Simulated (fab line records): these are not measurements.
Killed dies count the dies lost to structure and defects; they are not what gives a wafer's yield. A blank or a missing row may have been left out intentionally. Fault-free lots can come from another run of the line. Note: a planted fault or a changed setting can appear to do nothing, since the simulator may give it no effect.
fab line records || flow berkeley_cmos170 || part 2 of 2: steps 28 to 39 of 39
[record] {"lots": 5, "wafers": 15, "last_day": 11}
route steps=331 shown V1@268 M2@271 V2@292
lots that met no fault: from a run of the same line without faults
start_h: start of the lot's first displayed wafer, in hours after the record's first day || wait_h: hours since the lot's step before || " repeats the value in the row above || L1.1+2: one row covering several wafers at once || - no value present, or no start provided || * or withheld: withheld || < > ~ a bound
route shown NAME@n: NAME is a module with steps in the file, n the number in the route of the first one || usual: mean/standard deviation taken from wafers without a fault || same: alike in all rows || chamber/n: place in a boat || sites: each site's reading || _std_site: their standard deviation || _edge_site: inner sites' mean taken away from outer sites' mean || radius_mm: how far each site lies from the wafer's centre || mask NAME#n: copy n || behind: the last tool/chamber to shape the wafer || hold: the reason the lot was held/the length of the hold in hours/how it ended || device: names the non-switching transistor (n, p or np) || end of line: tests of these same wafers at the route's end || a step without rows: its recipe alone || killed: count of dies lost to structure and defects at first sort (not the wafer's yield) || map: the dies of a wafer, with x for killed, . for not killed, _ for no die there
set.NAME: the run value of the setting; set.NAME@STEP: its run value at that earlier step || model.NAME: the simulator's own value behind a step, which no gauge read
lots at selected steps of the route; one table per step, one row per wafer
services: the hour from which a tool's chamber was out of use, counted from the record's first day as start_h (under 0 if before that day), plus the number of hours and why
[[steps]]
[step UCB170_V2_BOW_MEAS_03]
[recipe] {"mode": "bow"}
[usual] {"V2_BOW": "36/7.2"}
{"lot.wafer": "L082.1", "tool": "film_metro-04", "chamber": "-", "start_h": 237.10, "wait_h": 0.1, "V2_BOW[um]": 44}
{"lot.wafer": "L082.3", "tool": "film_metro-04", "chamber": "-", "start_h": 237.10, "wait_h": 0.1, "V2_BOW[um]": 33}
{"lot.wafer": "L082.6", "tool": "film_metro-04", "chamber": "-", "start_h": 237.10, "wait_h": 0.1, "V2_BOW[um]": 31}
{"lot.wafer": "L084.2", "tool": "film_metro-01", "chamber": "-", "start_h": 248.71, "wait_h": 0.2, "V2_BOW[um]": 40}
{"lot.wafer": "L084.3", "tool": "film_metro-01", "chamber": "-", "start_h": 248.71, "wait_h": 0.2, "V2_BOW[um]": 36}
{"lot.wafer": "L084.5", "tool": "film_metro-01", "chamber": "-", "start_h": 248.71, "wait_h": 0.2, "V2_BOW[um]": 35}
{"lot.wafer": "L083.1", "tool": "film_metro-03", "chamber": "-", "start_h": 251.44, "wait_h": 0.1, "V2_BOW[um]": 37}
{"lot.wafer": "L083.3", "tool": "film_metro-03", "chamber": "-", "start_h": 251.44, "wait_h": 0.1, "V2_BOW[um]": 37}
{"lot.wafer": "L083.4", "tool": "film_metro-03", "chamber": "-", "start_h": 251.44, "wait_h": 0.1, "V2_BOW[um]": 41}
{"lot.wafer": "L088.1", "tool": "film_metro-01", "chamber": "-", "start_h": 251.99, "wait_h": 0.2, "V2_BOW[um]": 39}
{"lot.wafer": "L088.3", "tool": "film_metro-01", "chamber": "-", "start_h": 251.99, "wait_h": 0.2, "V2_BOW[um]": 48}
{"lot.wafer": "L088.6", "tool": "film_metro-01", "chamber": "-", "start_h": 251.99, "wait_h": 0.2, "V2_BOW[um]": 40}
{"lot.wafer": "L090.1", "tool": "film_metro-04", "chamber": "-", "start_h": 266.24, "wait_h": 0.1, "V2_BOW[um]": 31}
{"lot.wafer": "L090.2", "tool": "film_metro-04", "chamber": "-", "start_h": 266.24, "wait_h": 0.1, "V2_BOW[um]": 30}
{"lot.wafer": "L090.3", "tool": "film_metro-04", "chamber": "-", "start_h": 266.24, "wait_h": 0.1, "V2_BOW[um]": 37}
[step UCB170_V2_THK_MEAS_04]
[recipe] {"reads": "SiO2_of_V2_CVD_00"}
[usual] {"V2_POLISHED_THK": "999.5/1.4"}
{"lot.wafer": "L082.1", "tool": "film_metro-04", "chamber": "-", "start_h": 237.22, "wait_h": 0.1, "V2_POLISHED_THK[nm]": 1000.2}
{"lot.wafer": "L082.3", "tool": "film_metro-04", "chamber": "-", "start_h": 237.22, "wait_h": 0.1, "V2_POLISHED_THK[nm]": 996.6}
{"lot.wafer": "L082.6", "tool": "film_metro-04", "chamber": "-", "start_h": 237.22, "wait_h": 0.1, "V2_POLISHED_THK[nm]": 997.6}
{"lot.wafer": "L084.2", "tool": "film_metro-01", "chamber": "-", "start_h": 248.82, "wait_h": 0.1, "V2_POLISHED_THK[nm]": 998.3}
{"lot.wafer": "L084.3", "tool": "film_metro-01", "chamber": "-", "start_h": 248.82, "wait_h": 0.1, "V2_POLISHED_THK[nm]": 995.9}
{"lot.wafer": "L084.5", "tool": "film_metro-01", "chamber": "-", "start_h": 248.82, "wait_h": 0.1, "V2_POLISHED_THK[nm]": 1000.0}
{"lot.wafer": "L083.1", "tool": "film_metro-03", "chamber": "-", "start_h": 251.56, "wait_h": 0.1, "V2_POLISHED_THK[nm]": 1001.2}
{"lot.wafer": "L083.3", "tool": "film_metro-03", "chamber": "-", "start_h": 251.56, "wait_h": 0.1, "V2_POLISHED_THK[nm]": 1000.7}
{"lot.wafer": "L083.4", "tool": "film_metro-03", "chamber": "-", "start_h": 251.56, "wait_h": 0.1, "V2_POLISHED_THK[nm]": 1000.0}
{"lot.wafer": "L088.1", "tool": "film_metro-01", "chamber": "-", "start_h": 252.11, "wait_h": 0.1, "V2_POLISHED_THK[nm]": 998.2}
{"lot.wafer": "L088.3", "tool": "film_metro-01", "chamber": "-", "start_h": 252.11, "wait_h": 0.1, "V2_POLISHED_THK[nm]": 999.9}
{"lot.wafer": "L088.6", "tool": "film_metro-01", "chamber": "-", "start_h": 252.11, "wait_h": 0.1, "V2_POLISHED_THK[nm]": 999.3}
{"lot.wafer": "L090.1", "tool": "film_metro-04", "chamber": "-", "start_h": 266.36, "wait_h": 0.1, "V2_POLISHED_THK[nm]": 998.2}
{"lot.wafer": "L090.2", "tool": "film_metro-04", "chamber": "-", "start_h": 266.36, "wait_h": 0.1, "V2_POLISHED_THK[nm]": 998.4}
{"lot.wafer": "L090.3", "tool": "film_metro-04", "chamber": "-", "start_h": 266.36, "wait_h": 0.1, "V2_POLISHED_THK[nm]": 1000.4}
[step UCB170_V2_CLEAN_05]
[recipe] {"chemistry": "DIW"}
{"lot.wafer": "L082.1+3+6", "tool": "wet_bench-04", "chamber": 2, "start_h": 237.28, "wait_h": 0.1}
{"lot.wafer": "L084.2+3+5", "tool": "wet_bench-04", "chamber": 0, "start_h": 248.98, "wait_h": 0.1}
{"lot.wafer": "L083.1+3+4", "tool": "wet_bench-04", "chamber": 0, "start_h": 251.79, "wait_h": 0.2}
{"lot.wafer": "L088.1+3+6", "tool": "wet_bench-04", "chamber": 3, "start_h": 253.21, "wait_h": 1.1}
{"lot.wafer": "L090.1+2+3", "tool": "wet_bench-03", "chamber": 2, "start_h": 266.75, "wait_h": 0.4}
[step UCB170_V2_HMDS_06]
[recipe] {"prime_time_s": 60, "prime_temp_c": 100}
[usual] {"prime_temp_c": "99.99/0.15"}
{"lot.wafer": "L082.1", "tool": "litho_track-01", "chamber": 0, "start_h": 237.49, "wait_h": 0.0, "prime_temp_c": 99.85}
{"lot.wafer": "L082.3", "tool": "litho_track-01", "chamber": 0, "start_h": 237.49, "wait_h": 0.0, "prime_temp_c": 99.99}
{"lot.wafer": "L082.6", "tool": "litho_track-01", "chamber": 0, "start_h": 237.49, "wait_h": 0.0, "prime_temp_c": 100.12}
{"lot.wafer": "L084.2", "tool": "litho_track-03", "chamber": 0, "start_h": 249.91, "wait_h": 0.7, "prime_temp_c": 99.79}
{"lot.wafer": "L084.3", "tool": "litho_track-03", "chamber": 0, "start_h": 249.91, "wait_h": 0.7, "prime_temp_c": 99.98}
{"lot.wafer": "L084.5", "tool": "litho_track-03", "chamber": 0, "start_h": 249.91, "wait_h": 0.7, "prime_temp_c": 100.02}
{"lot.wafer": "L083.1", "tool": "litho_track-01", "chamber": 0, "start_h": 252.16, "wait_h": 0.0, "prime_temp_c": 99.92}
{"lot.wafer": "L083.3", "tool": "litho_track-01", "chamber": 0, "start_h": 252.16, "wait_h": 0.0, "prime_temp_c": 99.80}
{"lot.wafer": "L083.4", "tool": "litho_track-01", "chamber": 0, "start_h": 252.16, "wait_h": 0.0, "prime_temp_c": 100.11}
{"lot.wafer": "L088.1", "tool": "litho_track-04", "chamber": 0, "start_h": 253.95, "wait_h": 0.4, "prime_temp_c": 100.15}
{"lot.wafer": "L088.3", "tool": "litho_track-04", "chamber": 0, "start_h": 253.95, "wait_h": 0.4, "prime_temp_c": 99.99}
{"lot.wafer": "L088.6", "tool": "litho_track-04", "chamber": 0, "start_h": 253.95, "wait_h": 0.4, "prime_temp_c": 99.92}
{"lot.wafer": "L090.1", "tool": "litho_track-04", "chamber": 0, "start_h": 266.92, "wait_h": 0.0, "prime_temp_c": 99.69}
{"lot.wafer": "L090.2", "tool": "litho_track-04", "chamber": 0, "start_h": 266.92, "wait_h": 0.0, "prime_temp_c": 100.08}
{"lot.wafer": "L090.3", "tool": "litho_track-04", "chamber": 0, "start_h": 266.92, "wait_h": 0.0, "prime_temp_c": 100.07}
[step UCB170_V2_COAT_07]
[recipe] {"resist": "KrF", "spin_rpm": 1500, "resist_thk_nm": 900}
{"lot.wafer": "L082.1+3+6", "tool": "litho_track-01", "chamber": 0, "start_h": 237.64, "wait_h": 0.1}
{"lot.wafer": "L084.2+3+5", "tool": "litho_track-03", "chamber": 0, "start_h": 250.06, "wait_h": 0.1}
{"lot.wafer": "L083.1+3+4", "tool": "litho_track-01", "chamber": 0, "start_h": 252.31, "wait_h": 0.1}
{"lot.wafer": "L088.1+3+6", "tool": "litho_track-04", "chamber": 0, "start_h": 254.10, "wait_h": 0.1}
{"lot.wafer": "L090.1+2+3", "tool": "litho_track-04", "chamber": 0, "start_h": 267.07, "wait_h": 0.1}
[step UCB170_V2_SOFTBAKE_08]
[recipe] {"resist": "KrF", "temp_c": 130, "time_s": 60}
{"lot.wafer": "L082.1+3+6", "tool": "litho_track-01", "chamber": 0, "start_h": 237.79, "wait_h": 0.1}
{"lot.wafer": "L084.2+3+5", "tool": "litho_track-03", "chamber": 0, "start_h": 250.21, "wait_h": 0.1}
{"lot.wafer": "L083.1+3+4", "tool": "litho_track-01", "chamber": 0, "start_h": 252.46, "wait_h": 0.1}
{"lot.wafer": "L088.1+3+6", "tool": "litho_track-04", "chamber": 0, "start_h": 254.25, "wait_h": 0.1}
{"lot.wafer": "L090.1+2+3", "tool": "litho_track-04", "chamber": 0, "start_h": 267.22, "wait_h": 0.1}
[step UCB170_V2_EXPOSE_09]
[recipe] {"mask_id": "VIA2", "target_cd_nm": 700, "na": 0.5, "sigma_outer": 0.6, "source_shape": "conventional", "dose_mj": 37}
{"lot.wafer": "L082.1+3+6", "tool": "krf_scanner-01", "chamber": 0, "start_h": 237.94, "wait_h": 0.1, "mask": "VIA2#0"}
{"lot.wafer": "L084.2+3+5", "tool": "krf_scanner-01", "chamber": 0, "start_h": 250.35, "wait_h": 0.1, "mask": "VIA2#0"}
{"lot.wafer": "L083.1+3+4", "tool": "krf_scanner-02", "chamber": 0, "start_h": 252.95, "wait_h": 0.5, "mask": "VIA2#0"}
{"lot.wafer": "L088.1+3+6", "tool": "krf_scanner-02", "chamber": 0, "start_h": 254.40, "wait_h": 0.1, "mask": "VIA2#0"}
{"lot.wafer": "L090.1+2+3", "tool": "krf_scanner-01", "chamber": 0, "start_h": 267.49, "wait_h": 0.2, "mask": "VIA2#0"}
[step UCB170_V2_PEB_10]
[recipe] {"peb_temp_c": 130, "peb_time_s": "withheld", "resist": "KrF"}
{"lot.wafer": "L082.1+3+6", "tool": "litho_track-03", "chamber": 0, "start_h": 238.06, "wait_h": 0.1}
{"lot.wafer": "L084.2+3+5", "tool": "litho_track-03", "chamber": 0, "start_h": 250.91, "wait_h": 0.5}
{"lot.wafer": "L083.1+3+4", "tool": "litho_track-01", "chamber": 0, "start_h": 253.38, "wait_h": 0.4}
{"lot.wafer": "L088.1+3+6", "tool": "litho_track-01", "chamber": 0, "start_h": 254.76, "wait_h": 0.3}
{"lot.wafer": "L090.1+2+3", "tool": "litho_track-04", "chamber": 0, "start_h": 267.86, "wait_h": 0.3}
[step UCB170_V2_DEVELOP_11]
[recipe] {"developer": "TMAH", "develop_time_s": 45, "resist": "KrF", "dev_temp_c": 21}
{"lot.wafer": "L082.1+3+6", "tool": "litho_track-03", "chamber": 0, "start_h": "-", "wait_h": "-"}
{"lot.wafer": "L084.2+3+5", "tool": "litho_track-03", "chamber": 0, "start_h": "-", "wait_h": "-"}
{"lot.wafer": "L083.1+3+4", "tool": "litho_track-01", "chamber": 0, "start_h": "-", "wait_h": "-"}
{"lot.wafer": "L088.1+3+6", "tool": "litho_track-01", "chamber": 0, "start_h": "-", "wait_h": "-"}
{"lot.wafer": "L090.1+2+3", "tool": "litho_track-04", "chamber": 0, "start_h": "-", "wait_h": "-"}
[step UCB170_V2_CD_MEAS_12]
[recipe] {"target_cd_nm": 700}
[usual] {"cd_nm": "700.1/1.4"}
{"lot.wafer": "L082.1", "tool": "cd_sem-01", "chamber": "-", "start_h": 238.33, "wait_h": "-", "cd_nm": 699.3}
{"lot.wafer": "L082.3", "tool": "cd_sem-01", "chamber": "-", "start_h": 238.33, "wait_h": "-", "cd_nm": 698.2}
{"lot.wafer": "L082.6", "tool": "cd_sem-01", "chamber": "-", "start_h": 238.33, "wait_h": "-", "cd_nm": 699.8}
{"lot.wafer": "L084.2", "tool": "cd_sem-01", "chamber": "-", "start_h": 251.17, "wait_h": "-", "cd_nm": 700.9}
{"lot.wafer": "L084.3", "tool": "cd_sem-01", "chamber": "-", "start_h": 251.17, "wait_h": "-", "cd_nm": 699.4}
{"lot.wafer": "L084.5", "tool": "cd_sem-01", "chamber": "-", "start_h": 251.17, "wait_h": "-", "cd_nm": 699.2}
{"lot.wafer": "L083.1", "tool": "cd_sem-02", "chamber": "-", "start_h": 253.66, "wait_h": "-", "cd_nm": 700.0}
{"lot.wafer": "L083.3", "tool": "cd_sem-02", "chamber": "-", "start_h": 253.66, "wait_h": "-", "cd_nm": 699.8}
{"lot.wafer": "L083.4", "tool": "cd_sem-02", "chamber": "-", "start_h": 253.66, "wait_h": "-", "cd_nm": 700.3}
{"lot.wafer": "L088.1", "tool": "cd_sem-02", "chamber": "-", "start_h": 255.03, "wait_h": "-", "cd_nm": 698.8}
{"lot.wafer": "L088.3", "tool": "cd_sem-02", "chamber": "-", "start_h": 255.03, "wait_h": "-", "cd_nm": 699.8}
{"lot.wafer": "L088.6", "tool": "cd_sem-02", "chamber": "-", "start_h": 255.03, "wait_h": "-", "cd_nm": 698.3}
{"lot.wafer": "L090.1", "tool": "cd_sem-02", "chamber": "-", "start_h": 268.18, "wait_h": "-", "cd_nm": 701.1}
{"lot.wafer": "L090.2", "tool": "cd_sem-02", "chamber": "-", "start_h": 268.18, "wait_h": "-", "cd_nm": 702.4}
{"lot.wafer": "L090.3", "tool": "cd_sem-02", "chamber": "-", "start_h": 268.18, "wait_h": "-", "cd_nm": 700.9}
[step UCB170_V2_OVL_MEAS_13]
[usual] {"V2_OVL": "1/6.1"}
{"lot.wafer": "L082.1", "tool": "overlay-01", "chamber": "-", "start_h": 238.45, "wait_h": 0.1, "V2_OVL[nm]": 6}
{"lot.wafer": "L082.3", "tool": "overlay-01", "chamber": "-", "start_h": 238.45, "wait_h": 0.1, "V2_OVL[nm]": 12}
{"lot.wafer": "L082.6", "tool": "overlay-01", "chamber": "-", "start_h": 238.45, "wait_h": 0.1, "V2_OVL[nm]": 8}
{"lot.wafer": "L084.2", "tool": "overlay-01", "chamber": "-", "start_h": 251.28, "wait_h": 0.1, "V2_OVL[nm]": 12}
{"lot.wafer": "L084.3", "tool": "overlay-01", "chamber": "-", "start_h": 251.28, "wait_h": 0.1, "V2_OVL[nm]": 5}
{"lot.wafer": "L084.5", "tool": "overlay-01", "chamber": "-", "start_h": 251.28, "wait_h": 0.1, "V2_OVL[nm]": 8}
{"lot.wafer": "L083.1", "tool": "overlay-02", "chamber": "-", "start_h": 253.78, "wait_h": 0.1, "V2_OVL[nm]": 7}
{"lot.wafer": "L083.3", "tool": "overlay-02", "chamber": "-", "start_h": 253.78, "wait_h": 0.1, "V2_OVL[nm]": 2}
{"lot.wafer": "L083.4", "tool": "overlay-02", "chamber": "-", "start_h": 253.78, "wait_h": 0.1, "V2_OVL[nm]": -3}
{"lot.wafer": "L088.1", "tool": "overlay-02", "chamber": "-", "start_h": 255.15, "wait_h": 0.1, "V2_OVL[nm]": -19}
{"lot.wafer": "L088.3", "tool": "overlay-02", "chamber": "-", "start_h": 255.15, "wait_h": 0.1, "V2_OVL[nm]": -4}
{"lot.wafer": "L088.6", "tool": "overlay-02", "chamber": "-", "start_h": 255.15, "wait_h": 0.1, "V2_OVL[nm]": -3}
{"lot.wafer": "L090.1", "tool": "overlay-01", "chamber": "-", "start_h": 268.30, "wait_h": 0.1, "V2_OVL[nm]": -5}
{"lot.wafer": "L090.2", "tool": "overlay-01", "chamber": "-", "start_h": 268.30, "wait_h": 0.1, "V2_OVL[nm]": -5}
{"lot.wafer": "L090.3", "tool": "overlay-01", "chamber": "-", "start_h": 268.30, "wait_h": 0.1, "V2_OVL[nm]": 0}
[step UCB170_V2_ETCH_14]
[recipe] {"chemistry": "CHF3/CF4/Ar", "target": "SiO2", "stop_on": "Al", "CHF3_flow_sccm": 45, "cf4_flow_sccm": 15, "Ar_flow_sccm": 150, "pressure_mtorr": 200, "rf_w": 700, "target_depth_a": 12500, "over_etch_frac": 0.25, "time_s": 291}
[usual] {"drypump_motor_current_A": "5.5/0.4", "oes_product_au": "0.874/0.015", "throttle_valve_pct": "6.97/0.074"}
{"lot.wafer": "L082.1", "tool": "rie_diel-02", "chamber": 2, "start_h": 238.49, "wait_h": 0.0, "drypump_motor_current_A": 5.2, "oes_product_au": 0.875, "rf_hours_counter_h": 90, "throttle_valve_pct": 7.01}
{"lot.wafer": "L082.3", "tool": "rie_diel-02", "chamber": 0, "start_h": 238.49, "wait_h": 0.0, "drypump_motor_current_A": 6.0, "oes_product_au": 0.846, "rf_hours_counter_h": 10, "throttle_valve_pct": 6.80}
{"lot.wafer": "L082.6", "tool": "rie_diel-02", "chamber": 1, "start_h": 238.49, "wait_h": 0.0, "drypump_motor_current_A": 5.7, "oes_product_au": 0.878, "rf_hours_counter_h": "-", "throttle_valve_pct": 6.98}
{"lot.wafer": "L084.2", "tool": "rie_diel-01", "chamber": 2, "start_h": 251.31, "wait_h": 0.0, "drypump_motor_current_A": 5.9, "oes_product_au": 0.891, "rf_hours_counter_h": 30, "throttle_valve_pct": 6.96}
{"lot.wafer": "L084.3", "tool": "rie_diel-01", "chamber": 1, "start_h": 251.31, "wait_h": 0.0, "drypump_motor_current_A": 5.1, "oes_product_au": 0.858, "rf_hours_counter_h": 9, "throttle_valve_pct": 6.96}
{"lot.wafer": "L084.5", "tool": "rie_diel-01", "chamber": 2, "start_h": 251.31, "wait_h": 0.0, "drypump_motor_current_A": 5.9, "oes_product_au": 0.894, "rf_hours_counter_h": "-", "throttle_valve_pct": 6.96}
{"lot.wafer": "L083.1", "tool": "rie_diel-03", "chamber": 1, "start_h": 253.81, "wait_h": 0.0, "drypump_motor_current_A": 5.9, "oes_product_au": 0.868, "rf_hours_counter_h": 35, "throttle_valve_pct": 7.10}
{"lot.wafer": "L083.3", "tool": "rie_diel-03", "chamber": 0, "start_h": 253.81, "wait_h": 0.0, "drypump_motor_current_A": 5.4, "oes_product_au": 0.889, "rf_hours_counter_h": 18, "throttle_valve_pct": 6.90}
{"lot.wafer": "L083.4", "tool": "rie_diel-03", "chamber": 2, "start_h": 253.81, "wait_h": 0.0, "drypump_motor_current_A": 5.3, "oes_product_au": 0.871, "rf_hours_counter_h": 24, "throttle_valve_pct": 6.97}
{"lot.wafer": "L088.1", "tool": "rie_diel-01", "chamber": 3, "start_h": 255.19, "wait_h": 0.0, "drypump_motor_current_A": 4.9, "oes_product_au": 0.845, "rf_hours_counter_h": 22, "throttle_valve_pct": 6.97}
{"lot.wafer": "L088.3", "tool": "rie_diel-01", "chamber": 2, "start_h": 255.19, "wait_h": 0.0, "drypump_motor_current_A": 5.9, "oes_product_au": 0.897, "rf_hours_counter_h": 31, "throttle_valve_pct": 6.97}
{"lot.wafer": "L088.6", "tool": "rie_diel-01", "chamber": 3, "start_h": 255.19, "wait_h": 0.0, "drypump_motor_current_A": 4.9, "oes_product_au": 0.845, "rf_hours_counter_h": "-", "throttle_valve_pct": 6.98}
{"lot.wafer": "L090.1", "tool": "rie_diel-03", "chamber": 3, "start_h": 268.34, "wait_h": 0.0, "drypump_motor_current_A": 5.2, "oes_product_au": 0.884, "rf_hours_counter_h": 78, "throttle_valve_pct": 6.98}
{"lot.wafer": "L090.2", "tool": "rie_diel-03", "chamber": 0, "start_h": 268.34, "wait_h": 0.0, "drypump_motor_current_A": 5.4, "oes_product_au": 0.885, "rf_hours_counter_h": 18, "throttle_valve_pct": 6.89}
{"lot.wafer": "L090.3", "tool": "rie_diel-03", "chamber": 2, "start_h": 268.34, "wait_h": 0.0, "drypump_motor_current_A": 5.3, "oes_product_au": 0.869, "rf_hours_counter_h": 24, "throttle_valve_pct": 6.97}
[[services]]
{"tool": "pvd_sputter-04", "chamber": "-", "start_h": 209.88, "hours": 5.5, "kind": "repair"}
{"tool": "plasma_asher-03", "chamber": "-", "start_h": 212.66, "hours": 1.7, "kind": "repair"}
{"tool": "cmp-02", "chamber": "-", "start_h": 212.77, "hours": 1.0, "kind": "repair"}
{"tool": "wet_bench-03", "chamber": "-", "start_h": 214.53, "hours": 6.4, "kind": "repair"}
{"tool": "rie_diel-03", "chamber": 3, "start_h": 216.16, "hours": 1.2, "kind": "repair"}
{"tool": "rie_diel-01", "chamber": 0, "start_h": 216.37, "hours": 6.0, "kind": "repair"}
{"tool": "plasma_asher-03", "chamber": "-", "start_h": 216.60, "hours": 3.8, "kind": "repair"}
{"tool": "wet_bench-04", "chamber": "-", "start_h": 217.06, "hours": 11.9, "kind": "repair"}
{"tool": "pecvd-03", "chamber": 2, "start_h": 221.09, "hours": 4.2, "kind": "repair"}
{"tool": "rie_metal-04", "chamber": 1, "start_h": 222.03, "hours": 18.3, "kind": "repair"}
{"tool": "cmp-01", "chamber": "-", "start_h": 226.45, "hours": 2.1, "kind": "repair"}
{"tool": "krf_scanner-02", "chamber": "-", "start_h": 227.25, "hours": 1.0, "kind": "pm"}
{"tool": "cmp-01", "chamber": "-", "start_h": 229.86, "hours": 0.4, "kind": "repair"}
{"tool": "pecvd-03", "chamber": "-", "start_h": 230.01, "hours": 2.8, "kind": "pm"}
{"tool": "cmp-02", "chamber": "-", "start_h": 232.00, "hours": 4.0, "kind": "pm"}
{"tool": "rie_diel-02", "chamber": 3, "start_h": 239.06, "hours": 2.3, "kind": "repair"}
{"tool": "pvd_sputter-04", "chamber": "-", "start_h": 249.90, "hours": 7.7, "kind": "repair"}
{"tool": "rie_diel-04", "chamber": 0, "start_h": 251.67, "hours": 1.6, "kind": "repair"}
{"tool": "rie_metal-04", "chamber": "-", "start_h": 252.99, "hours": 0.3, "kind": "repair"}
{"tool": "pvd_sputter-04", "chamber": "-", "start_h": 254.10, "hours": 1.2, "kind": "repair"}
{"tool": "krf_scanner-01", "chamber": "-", "start_h": 255.12, "hours": 1.0, "kind": "pm"}
{"tool": "krf_scanner-01", "chamber": "-", "start_h": 256.12, "hours": 0.8, "kind": "pm"}
{"tool": "krf_scanner-02", "chamber": "-", "start_h": 266.45, "hours": 0.3, "kind": "repair"}
{"tool": "cmp-02", "chamber": "-", "start_h": 266.78, "hours": 1.3, "kind": "repair"}
